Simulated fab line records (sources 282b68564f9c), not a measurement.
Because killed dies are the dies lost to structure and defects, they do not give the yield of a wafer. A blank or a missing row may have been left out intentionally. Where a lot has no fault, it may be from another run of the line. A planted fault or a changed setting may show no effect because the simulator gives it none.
A struck lot beside a sound one / flow rit cmos / 18 out of 202 route steps
Sound: the wafers L172.1, L172.2, L172.4. The struck wafers were L169.3, L169.5, L169.6. The cause comes at the end.
Each step with rows lists, per side, the tool, then ch with its chambers, then its first start. Under that, the readings that differ: sound wafers / struck wafers / difference of the means / sigmas: that difference in standard deviations of wafers without a fault.
alike: readings whose means differ by less than 2 such deviations, and words and numbers that are the same on both sides. not compared: withheld readings, readings that some wafer has no value for, bounds like >300 that may hide the same value, and numbers for which the record gives no deviation and whose values overlap.
The two part at a step that has a row with sigmas, a row that says differs or no value, or rows on one side only. Non-overlapping numbers with no deviation appear without sigmas and do not part them. A reading that every wafer of one side lacks parts them only if that side has two wafers or more.

first, 4 steps without rows for these wafers: RIT_NLDD_SOFTBAKE_02 (time 60 s); RIT_NLDD_EXPOSE_03 (exposes mask M7, target cd 40700 nm); RIT_NLDD_PEB_04; RIT_NLDD_DEVELOP_05 (develop time 50 s).
RIT_NLDD_OVL_MEAS_06:
  struck on overlay-02, day 4 19:11; sound on overlay-02, day 5 09:51
  alike: NLDD_OVL
then, 2 steps without rows for these wafers: RIT_NLDD_HARDBAKE_07 (time 60 s); RIT_NLDD_IMPLANT_08.
RIT_NLDD_STRIP_09: strips in O2, time 180 s.
  sound on plasma asher-02 ch 0,1, day 5 10:11; struck on plasma asher-02 ch 0,1, day 4 19:34
  alike: drypump motor current A
  not compared: rf hours counter h
RIT_NLDD_TW_MEAS_10:
  struck on film metro-01, day 4 19:42; sound on film metro-04, day 5 10:22
reading=NLDD_TW; sound=2507 2530 2512; struck=2459 2477 2471; difference=-47; sigmas=-2
then, 3 steps without rows for these wafers: RIT_PLDD_HMDS_00 (prime time 60 s); RIT_PLDD_COAT_01 (resist thk 1000 nm); RIT_PLDD_SOFTBAKE_02 (time 60 s).
RIT_PLDD_EXPOSE_03: exposes mask M8, target cd 40900 nm.
  sound on iline stepper-01 ch 0, day 5 10:59; struck on iline stepper-02 ch 0, day 4 20:21
reading=model.PLDD.overlay x nm (nm); sound=0.5347 0.5347 0.5347; struck=-148.5 -148.5 -148.5; difference=-149.0; sigmas=
  alike: mask
then, 2 steps without rows for these wafers: RIT_PLDD_PEB_04; RIT_PLDD_DEVELOP_05 (develop time 50 s).
RIT_PLDD_OVL_MEAS_06:
  struck on overlay-02, day 4 20:43; sound on overlay-02, day 5 11:23
reading=PLDD_OVL (nm); sound=1.1 -1.2 0.5; struck=-148.1 -150.3 -147.2; difference=-148.7; sigmas=-99 or more
then, 1 step without rows for these wafers: RIT_PLDD_HARDBAKE_07 (time 60 s).
RIT_M1_PROBE_99:
  struck on prober-02, day 5 11:19; sound on prober-02, day 6 02:56
reading=model.etest.pldd.width nm (nm); sound=3189 3175 3165; struck=3102 3102 3097; difference=-76; sigmas=
  alike: killed at contacts, killed at front end, killed dies, killed on rim, killed open, killed short

## WHERE THEY PART
At RIT_NLDD_TW_MEAS_10 first; at RIT_PLDD_OVL_MEAS_06 last (within this record only). Later steps at which nothing parts them and some readings are alike: RIT_M1_PROBE_99.

WHY: what the simulator had put in
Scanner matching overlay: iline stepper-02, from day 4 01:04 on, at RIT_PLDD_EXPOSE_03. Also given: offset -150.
